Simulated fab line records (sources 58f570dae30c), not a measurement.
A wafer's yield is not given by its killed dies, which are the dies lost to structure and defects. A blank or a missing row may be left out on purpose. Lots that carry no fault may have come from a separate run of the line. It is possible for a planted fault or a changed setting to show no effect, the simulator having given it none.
The tool behind it: which one? || flow berkeley cmos170 || 45 wafers from 15 lots sampled at 6 of the route's 331 steps

## WHAT EACH GAUGE READ, for each wafer
UCB170_GATE_CD_MEAS_12: target cd 350 nm. Usual: 350.0 nm for cd nm, sd 1.8.
{"lot": "L826", "measured": "day 7 09:49", "on": "cd sem-01", "cd nm (nm)": "347.7 350.1 348.7", "flag": ""}
{"lot": "L827", "measured": "day 7 09:35", "on": "cd sem-01", "cd nm (nm)": "351.8 352.2 351.1", "flag": ""}
{"lot": "L828", "measured": "day 7 10:04", "on": "cd sem-01", "cd nm (nm)": "350.8 351.6 350.6", "flag": ""}
{"lot": "L832", "measured": "day 8 08:56", "on": "cd sem-01", "cd nm (nm)": "349.6 351.0 349.4", "flag": ""}
{"lot": "L833", "measured": "day 8 21:47", "on": "cd sem-02", "cd nm (nm)": "351.1 351.4 351.4", "flag": ""}
{"lot": "L834", "measured": "day 9 03:44", "on": "cd sem-02", "cd nm (nm)": "350.9 349.0 350.7", "flag": ""}
{"lot": "L837", "measured": "day 9 03:37", "on": "cd sem-02", "cd nm (nm)": "347.3 349.0 347.2", "flag": ""}
{"lot": "L838", "measured": "day 9 03:23", "on": "cd sem-02", "cd nm (nm)": "347.7 348.1 348.2", "flag": ""}
{"lot": "L839", "measured": "day 10 03:44", "on": "cd sem-01", "cd nm (nm)": "345.7 346.2 345.9", "flag": ""}
{"lot": "L842", "measured": "day 11 00:16", "on": "cd sem-02", "cd nm (nm)": "351.7 352.3 351.6", "flag": ""}
{"lot": "L843", "measured": "day 11 21:32", "on": "cd sem-01", "cd nm (nm)": "350.9 349.5 349.5", "flag": ""}
{"lot": "L844", "measured": "day 11 21:11", "on": "cd sem-02", "cd nm (nm)": "348.1 346.9 347.0", "flag": ""}
{"lot": "L846", "measured": "day 11 20:56", "on": "cd sem-02", "cd nm (nm)": "350.2 350.5 349.6", "flag": ""}
{"lot": "L845", "measured": "day 11 21:22", "on": "cd sem-01", "cd nm (nm)": "349.6 349.4 349.2", "flag": ""}
{"lot": "L847", "measured": "day 12 08:50", "on": "cd sem-01", "cd nm (nm)": "349.9 349.2 350.5", "flag": ""}

UCB170_SPACER_THK_MEAS_01. Usual: SPACER_TEOS_THK 373 nm, standard deviation 5.3.
{"lot": "L826", "measured": "day 7 14:48", "on": "film metro-04", "SPACER_TEOS_THK (nm)": "369 368 378", "flag": ""}
{"lot": "L827", "measured": "day 7 14:25", "on": "film metro-01", "SPACER_TEOS_THK (nm)": "376 379 381", "flag": ""}
{"lot": "L828", "measured": "day 7 15:04", "on": "film metro-02", "SPACER_TEOS_THK (nm)": "373 374 375", "flag": ""}
{"lot": "L832", "measured": "day 8 14:07", "on": "film metro-04", "SPACER_TEOS_THK (nm)": "372 379 377", "flag": ""}
{"lot": "L833", "measured": "day 9 03:39", "on": "film metro-04", "SPACER_TEOS_THK (nm)": "367 376 371", "flag": ""}
{"lot": "L834", "measured": "day 9 09:15", "on": "film metro-04", "SPACER_TEOS_THK (nm)": "366 375 376", "flag": ""}
{"lot": "L837", "measured": "day 9 08:52", "on": "film metro-02", "SPACER_TEOS_THK (nm)": "379 369 383", "flag": ""}
{"lot": "L838", "measured": "day 9 08:37", "on": "film metro-04", "SPACER_TEOS_THK (nm)": "361 368 368", "flag": ""}
{"lot": "L839", "measured": "day 10 14:10", "on": "film metro-04", "SPACER_TEOS_THK (nm)": "365 367 366", "flag": ""}
{"lot": "L842", "measured": "day 11 05:23", "on": "film metro-01", "SPACER_TEOS_THK (nm)": "371 409 373", "flag": ""}
{"lot": "L843", "measured": "day 12 01:50", "on": "film metro-04", "SPACER_TEOS_THK (nm)": "406 365 376", "flag": ""}
{"lot": "L844", "measured": "day 12 01:47", "on": "film metro-01", "SPACER_TEOS_THK (nm)": "365 369 373", "flag": ""}
{"lot": "L846", "measured": "day 12 01:46", "on": "film metro-04", "SPACER_TEOS_THK (nm)": "405 377 380", "flag": ""}
{"lot": "L845", "measured": "day 12 01:46", "on": "film metro-02", "SPACER_TEOS_THK (nm)": "370 367 372", "flag": ""}
{"lot": "L847", "measured": "day 12 12:53", "on": "film metro-04", "SPACER_TEOS_THK (nm)": "371 375 373", "flag": ""}

UCB170_M1_CD_MEAS_09: target cd 700 nm. Usual: 700.2 nm for cd nm, sd 1.4.
{"lot": "L826", "measured": "day 8 07:20", "on": "cd sem-01", "cd nm (nm)": "699.4 700.6 700.1", "flag": ""}
{"lot": "L827", "measured": "day 8 07:02", "on": "cd sem-02", "cd nm (nm)": "698.8 698.6 700.1", "flag": ""}
{"lot": "L828", "measured": "day 8 09:22", "on": "cd sem-02", "cd nm (nm)": "701.6 702.0 702.4", "flag": ""}
{"lot": "L832", "measured": "day 9 10:37", "on": "cd sem-02", "cd nm (nm)": "700.5 702.6 700.5", "flag": ""}
{"lot": "L833", "measured": "day 10 11:25", "on": "cd sem-01", "cd nm (nm)": "696.9 697.6 697.5", "flag": ""}
{"lot": "L834", "measured": "day 10 08:22", "on": "cd sem-01", "cd nm (nm)": "701.3 701.2 700.9", "flag": ""}
{"lot": "L837", "measured": "day 10 11:40", "on": "cd sem-02", "cd nm (nm)": "699.0 700.9 700.2", "flag": ""}
{"lot": "L838", "measured": "day 10 11:58", "on": "cd sem-02", "cd nm (nm)": "700.4 701.2 700.7", "flag": ""}
{"lot": "L839", "measured": "day 11 06:05", "on": "cd sem-01", "cd nm (nm)": "700.7 701.3 701.3", "flag": ""}
{"lot": "L842", "measured": "day 11 22:31", "on": "cd sem-02", "cd nm (nm)": "702.8 701.9 702.1", "flag": ""}
{"lot": "L843", "measured": "day 13 05:38", "on": "cd sem-01", "cd nm (nm)": "699.0 698.8 698.9", "flag": ""}
{"lot": "L844", "measured": "day 13 04:32", "on": "cd sem-01", "cd nm (nm)": "700.0 700.2 701.2", "flag": ""}
{"lot": "L846", "measured": "day 13 03:42", "on": "cd sem-01", "cd nm (nm)": "702.2 700.7 702.0", "flag": ""}
{"lot": "L845", "measured": "day 13 05:23", "on": "cd sem-01", "cd nm (nm)": "701.0 701.3 700.6", "flag": ""}
{"lot": "L847", "measured": "day 13 09:53", "on": "cd sem-01", "cd nm (nm)": "703.2 703.6 702.4", "flag": ""}

## WHAT TOOL EACH LOT RAN ON (gives the tool, then ch and the chambers of the sampled wafers, and finally the start)
{"lot": "L826", "UCB170_ZERO_STRIP_07": "plasma asher-03 ch 0,1, day 1 23:50", "UCB170_SPACER_CVD_00": "pecvd-01 ch 0,1,2, day 7 14:46", "UCB170_SPACER_ETCHBACK_03": "rie diel-04 ch 0,1,3, day 7 20:18"}
{"lot": "L827", "UCB170_ZERO_STRIP_07": "plasma asher-04 ch 0, day 2 04:26", "UCB170_SPACER_CVD_00": "pecvd-03 ch 0,1, day 7 14:22", "UCB170_SPACER_ETCHBACK_03": "rie diel-03 ch 0,1,3, day 7 20:18"}
{"lot": "L828", "UCB170_ZERO_STRIP_07": "plasma asher-03 ch 0,1, day 2 08:59", "UCB170_SPACER_CVD_00": "pecvd-03 ch 0,1,2, day 7 15:02", "UCB170_SPACER_ETCHBACK_03": "rie diel-01 ch 0,1,2, day 7 20:18"}
{"lot": "L832", "UCB170_ZERO_STRIP_07": "plasma asher-04 ch 0,1, day 3 13:38", "UCB170_SPACER_CVD_00": "pecvd-02 ch 1,2, day 8 14:03", "UCB170_SPACER_ETCHBACK_03": "rie diel-04 ch 0,1,2, day 8 19:19"}
{"lot": "L833", "UCB170_ZERO_STRIP_07": "plasma asher-02 ch 0, day 3 13:50", "UCB170_SPACER_CVD_00": "pecvd-03 ch 1,2, day 9 03:36", "UCB170_SPACER_ETCHBACK_03": "rie diel-01 ch 0,1, day 9 15:04"}
{"lot": "L834", "UCB170_ZERO_STRIP_07": "plasma asher-04 ch 0,1, day 3 16:16", "UCB170_SPACER_CVD_00": "pecvd-01 ch 0, day 9 09:11", "UCB170_SPACER_ETCHBACK_03": "rie diel-01 ch 1,3, day 9 15:00"}
{"lot": "L837", "UCB170_ZERO_STRIP_07": "plasma asher-02 ch 0,1, day 4 05:28", "UCB170_SPACER_CVD_00": "pecvd-02 ch 1,2, day 9 08:48", "UCB170_SPACER_ETCHBACK_03": "rie diel-03 ch 1,2, day 9 15:04"}
{"lot": "L838", "UCB170_ZERO_STRIP_07": "plasma asher-02 ch 0,1, day 4 10:34", "UCB170_SPACER_CVD_00": "pecvd-03 ch 0,2, day 9 08:33", "UCB170_SPACER_ETCHBACK_03": "rie diel-04 ch 0,3, day 9 15:04"}
{"lot": "L839", "UCB170_ZERO_STRIP_07": "plasma asher-02 ch 0, day 4 16:45", "UCB170_SPACER_CVD_00": "pecvd-03 ch 0,2, day 10 14:05", "UCB170_SPACER_ETCHBACK_03": "rie diel-03 ch 0,2,3, day 10 18:08"}
{"lot": "L842", "UCB170_ZERO_STRIP_07": "plasma asher-02 ch 0,1, day 5 06:55", "UCB170_SPACER_CVD_00": "pecvd-01 ch 0,1,2, day 11 05:20", "UCB170_SPACER_ETCHBACK_03": "rie diel-04 ch 0,2,3, day 11 10:05"}
{"lot": "L843", "UCB170_ZERO_STRIP_07": "plasma asher-02 ch 0,1, day 5 13:05", "UCB170_SPACER_CVD_00": "pecvd-01 ch 0,1,2, day 12 01:46", "UCB170_SPACER_ETCHBACK_03": "rie diel-04 ch 0,1,2, day 12 14:27"}
{"lot": "L844", "UCB170_ZERO_STRIP_07": "plasma asher-04 ch 0,1, day 5 18:51", "UCB170_SPACER_CVD_00": "pecvd-02 ch 0,1, day 12 01:43", "UCB170_SPACER_ETCHBACK_03": "rie diel-03 ch 2,3, day 12 14:22"}
{"lot": "L846", "UCB170_ZERO_STRIP_07": "plasma asher-04 ch 0,1, day 5 23:40", "UCB170_SPACER_CVD_00": "pecvd-01 ch 0,1, day 12 01:43", "UCB170_SPACER_ETCHBACK_03": "rie diel-04 ch 0,1,2, day 12 14:22"}
{"lot": "L845", "UCB170_ZERO_STRIP_07": "plasma asher-03 ch 0,1, day 6 00:22", "UCB170_SPACER_CVD_00": "pecvd-03 ch 0,2, day 12 01:43", "UCB170_SPACER_ETCHBACK_03": "rie diel-01 ch 1,2,3, day 12 14:22"}
{"lot": "L847", "UCB170_ZERO_STRIP_07": "plasma asher-03 ch 0,1, day 6 07:59", "UCB170_SPACER_CVD_00": "pecvd-03 ch 0,2, day 12 12:50", "UCB170_SPACER_ETCHBACK_03": "rie diel-04 ch 1,3, day 12 21:58"}
- UCB170_ZERO_STRIP_07: strips in O2.
- UCB170_SPACER_CVD_00: deposits SiO2 from TEOS/O2, target thk 376 nm, time 47 s.
- UCB170_SPACER_ETCHBACK_03: etches SiO2 in CHF3/CF4/Ar, stops on Si, target depth 376 nm, time 100 s.

## WHAT THE TOOLS THEMSELVES READ (means of the sampled wafers that have a number; where no wafer has one, the mark that the record gives instead)
UCB170_ZERO_STRIP_07. Usual: drypump motor current A 5.7 A, standard deviation 0.41; oes product au 0.727 a.u., standard deviation 0.0047; strip time to endpoint s 21.47 s, standard deviation 0.064.
{"lot": "L826", "tool": "plasma asher-03", "drypump motor current A (A)": 5.5, "oes product au (a.u.)": 0.728, "strip time to endpoint s (s)": 21.49, "flag": ""}
{"lot": "L827", "tool": "plasma asher-04", "drypump motor current A (A)": 5.7, "oes product au (a.u.)": 0.726, "strip time to endpoint s (s)": 21.57, "flag": ""}
{"lot": "L828", "tool": "plasma asher-03", "drypump motor current A (A)": 5.5, "oes product au (a.u.)": 0.729, "strip time to endpoint s (s)": 21.52, "flag": ""}
{"lot": "L832", "tool": "plasma asher-04", "drypump motor current A (A)": 5.6, "oes product au (a.u.)": 0.728, "strip time to endpoint s (s)": 21.48, "flag": ""}
{"lot": "L833", "tool": "plasma asher-02", "drypump motor current A (A)": 6.3, "oes product au (a.u.)": 0.726, "strip time to endpoint s (s)": 21.47, "flag": ""}
{"lot": "L834", "tool": "plasma asher-04", "drypump motor current A (A)": 5.4, "oes product au (a.u.)": 0.728, "strip time to endpoint s (s)": 21.42, "flag": ""}
{"lot": "L837", "tool": "plasma asher-02", "drypump motor current A (A)": 6.1, "oes product au (a.u.)": 0.722, "strip time to endpoint s (s)": 21.42, "flag": ""}
{"lot": "L838", "tool": "plasma asher-02", "drypump motor current A (A)": 6.1, "oes product au (a.u.)": 0.728, "strip time to endpoint s (s)": 21.35, "flag": ""}
{"lot": "L839", "tool": "plasma asher-02", "drypump motor current A (A)": 6.3, "oes product au (a.u.)": 0.730, "strip time to endpoint s (s)": 21.49, "flag": ""}
{"lot": "L842", "tool": "plasma asher-02", "drypump motor current A (A)": 6.1, "oes product au (a.u.)": 0.728, "strip time to endpoint s (s)": 21.46, "flag": ""}
{"lot": "L843", "tool": "plasma asher-02", "drypump motor current A (A)": 6.1, "oes product au (a.u.)": 0.729, "strip time to endpoint s (s)": 21.51, "flag": ""}
{"lot": "L844", "tool": "plasma asher-04", "drypump motor current A (A)": 5.5, "oes product au (a.u.)": 0.736, "strip time to endpoint s (s)": 21.52, "flag": ""}
{"lot": "L846", "tool": "plasma asher-04", "drypump motor current A (A)": 5.6, "oes product au (a.u.)": 0.722, "strip time to endpoint s (s)": 21.51, "flag": ""}
{"lot": "L845", "tool": "plasma asher-03", "drypump motor current A (A)": 5.2, "oes product au (a.u.)": 0.726, "strip time to endpoint s (s)": 21.49, "flag": ""}
{"lot": "L847", "tool": "plasma asher-03", "drypump motor current A (A)": 5.5, "oes product au (a.u.)": 0.725, "strip time to endpoint s (s)": 21.46, "flag": ""}

UCB170_SPACER_CVD_00. Usual: heater power w 293 W, standard deviation 50; rf fwd power W 542.6 W, standard deviation 2.3.
{"lot": "L826", "tool": "pecvd-01", "heater power w (W)": 313, "rf fwd power W (W)": 543.9, "flag": ""}
{"lot": "L827", "tool": "pecvd-03", "heater power w (W)": 262, "rf fwd power W (W)": 542.3, "flag": ""}
{"lot": "L828", "tool": "pecvd-03", "heater power w (W)": 277, "rf fwd power W (W)": 542.8, "flag": ""}
{"lot": "L832", "tool": "pecvd-02", "heater power w (W)": 307, "rf fwd power W (W)": 542.4, "flag": ""}
{"lot": "L833", "tool": "pecvd-03", "heater power w (W)": 257, "rf fwd power W (W)": 544.7, "flag": ""}
{"lot": "L834", "tool": "pecvd-01", "heater power w (W)": 351, "rf fwd power W (W)": 542.5, "flag": ""}
{"lot": "L837", "tool": "pecvd-02", "heater power w (W)": 320, "rf fwd power W (W)": 542.4, "flag": ""}
{"lot": "L838", "tool": "pecvd-03", "heater power w (W)": 250, "rf fwd power W (W)": 542.0, "flag": ""}
{"lot": "L839", "tool": "pecvd-03", "heater power w (W)": 292, "rf fwd power W (W)": 546.7, "flag": ""}
{"lot": "L842", "tool": "pecvd-01", "heater power w (W)": 306, "rf fwd power W (W)": 617.0, "flag": "OFF"}
{"lot": "L843", "tool": "pecvd-01", "heater power w (W)": 300, "rf fwd power W (W)": 615.5, "flag": "OFF"}
{"lot": "L844", "tool": "pecvd-02", "heater power w (W)": 270, "rf fwd power W (W)": 542.3, "flag": ""}
{"lot": "L846", "tool": "pecvd-01", "heater power w (W)": 321, "rf fwd power W (W)": 615.6, "flag": "OFF"}
{"lot": "L845", "tool": "pecvd-03", "heater power w (W)": 288, "rf fwd power W (W)": 543.1, "flag": ""}
{"lot": "L847", "tool": "pecvd-03", "heater power w (W)": 311, "rf fwd power W (W)": 545.7, "flag": ""}

UCB170_SPACER_ETCHBACK_03. Usual: cf4 flow sccm 10.01 sccm, standard deviation 0.032; drypump motor current A 5.9 A, standard deviation 0.58; mfc ar sccm 120.0 sccm, standard deviation 0.34; oes product au 0.899 a.u., standard deviation 0.014; throttle valve pct 6.49 %, standard deviation 0.1.
{"lot": "L826", "tool": "rie diel-04", "cf4 flow sccm (sccm)": 9.99, "drypump motor current A (A)": 6.0, "mfc ar sccm (sccm)": 120.2, "oes product au (a.u.)": 0.903, "throttle valve pct (%)": 6.46, "flag": ""}
{"lot": "L827", "tool": "rie diel-03", "cf4 flow sccm (sccm)": 10.01, "drypump motor current A (A)": 6.0, "mfc ar sccm (sccm)": 120.0, "oes product au (a.u.)": 0.898, "throttle valve pct (%)": 6.47, "flag": ""}
{"lot": "L828", "tool": "rie diel-01", "cf4 flow sccm (sccm)": 9.99, "drypump motor current A (A)": 5.6, "mfc ar sccm (sccm)": 120.2, "oes product au (a.u.)": 0.896, "throttle valve pct (%)": 6.54, "flag": ""}
{"lot": "L832", "tool": "rie diel-04", "cf4 flow sccm (sccm)": 10.02, "drypump motor current A (A)": 6.0, "mfc ar sccm (sccm)": 119.8, "oes product au (a.u.)": 0.909, "throttle valve pct (%)": 6.52, "flag": ""}
{"lot": "L833", "tool": "rie diel-01", "cf4 flow sccm (sccm)": 10.03, "drypump motor current A (A)": 6.2, "mfc ar sccm (sccm)": 120.0, "oes product au (a.u.)": 0.892, "throttle valve pct (%)": 6.51, "flag": ""}
{"lot": "L834", "tool": "rie diel-01", "cf4 flow sccm (sccm)": 10.00, "drypump motor current A (A)": 6.6, "mfc ar sccm (sccm)": 120.0, "oes product au (a.u.)": 0.898, "throttle valve pct (%)": 6.44, "flag": ""}
{"lot": "L837", "tool": "rie diel-03", "cf4 flow sccm (sccm)": 10.02, "drypump motor current A (A)": 5.4, "mfc ar sccm (sccm)": 120.0, "oes product au (a.u.)": 0.909, "throttle valve pct (%)": 6.58, "flag": ""}
{"lot": "L838", "tool": "rie diel-04", "cf4 flow sccm (sccm)": 10.04, "drypump motor current A (A)": 5.9, "mfc ar sccm (sccm)": 120.1, "oes product au (a.u.)": 0.888, "throttle valve pct (%)": 6.37, "flag": ""}
{"lot": "L839", "tool": "rie diel-03", "cf4 flow sccm (sccm)": 10.00, "drypump motor current A (A)": 6.2, "mfc ar sccm (sccm)": 119.9, "oes product au (a.u.)": 0.887, "throttle valve pct (%)": 6.51, "flag": ""}
{"lot": "L842", "tool": "rie diel-04", "cf4 flow sccm (sccm)": 10.02, "drypump motor current A (A)": 5.7, "mfc ar sccm (sccm)": 120.1, "oes product au (a.u.)": 0.922, "throttle valve pct (%)": 6.42, "flag": ""}
{"lot": "L843", "tool": "rie diel-04", "cf4 flow sccm (sccm)": 10.01, "drypump motor current A (A)": 5.9, "mfc ar sccm (sccm)": 119.7, "oes product au (a.u.)": 0.920, "throttle valve pct (%)": 6.53, "flag": ""}
{"lot": "L844", "tool": "rie diel-03", "cf4 flow sccm (sccm)": 10.03, "drypump motor current A (A)": 6.4, "mfc ar sccm (sccm)": 120.0, "oes product au (a.u.)": 0.885, "throttle valve pct (%)": 6.47, "flag": ""}
{"lot": "L846", "tool": "rie diel-04", "cf4 flow sccm (sccm)": 10.00, "drypump motor current A (A)": 6.0, "mfc ar sccm (sccm)": 120.2, "oes product au (a.u.)": 0.933, "throttle valve pct (%)": 6.54, "flag": ""}
{"lot": "L845", "tool": "rie diel-01", "cf4 flow sccm (sccm)": 10.00, "drypump motor current A (A)": 6.1, "mfc ar sccm (sccm)": 120.4, "oes product au (a.u.)": 0.904, "throttle valve pct (%)": 6.48, "flag": ""}
{"lot": "L847", "tool": "rie diel-04", "cf4 flow sccm (sccm)": 10.04, "drypump motor current A (A)": 6.2, "mfc ar sccm (sccm)": 120.3, "oes product au (a.u.)": 0.918, "throttle valve pct (%)": 6.54, "flag": ""}

## THE ANSWER, worked out from the rows above alone
Rule: take the mean of a lot's wafers that have a number; if it is more than 3 standard deviations from the usual mean, the lot is off. A lot without any number at a reading at which 4 lots or more have one is off too. Where the step has rows for the other lots, those lots are counted as sound. First the gauges in route order, then the tools' own readings, where a lot's mean is used as printed above. At the first step where some lot is off, the reading lying furthest off is the one used; lots without a number count as furthest.
Off at UCB170_SPACER_CVD_00 (rf fwd power W): L842, L843, L846.
A tool fits if, at that step or a process step before it, it ran every lot that is off, and no sound lot after the first of them. One fits: pecvd-01 at UCB170_SPACER_CVD_00. Its last sound lot is L834 (day 9 09:11), its first lot that is off L842 (day 11 05:20): a fault that began between those two fits.
The tool's own readings at UCB170_SPACER_CVD_00 bear it out: on the lots that are off they differ by more than 5 times the standard deviation of the sound lots' means. rf fwd power W reads 616.0 W there against 543.4 W on the sound lots.

## WHAT WAS PUT IN BY THE SIMULATOR
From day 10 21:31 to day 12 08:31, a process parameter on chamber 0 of pecvd-01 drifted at UCB170_SPACER_CVD_00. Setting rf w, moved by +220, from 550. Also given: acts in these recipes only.
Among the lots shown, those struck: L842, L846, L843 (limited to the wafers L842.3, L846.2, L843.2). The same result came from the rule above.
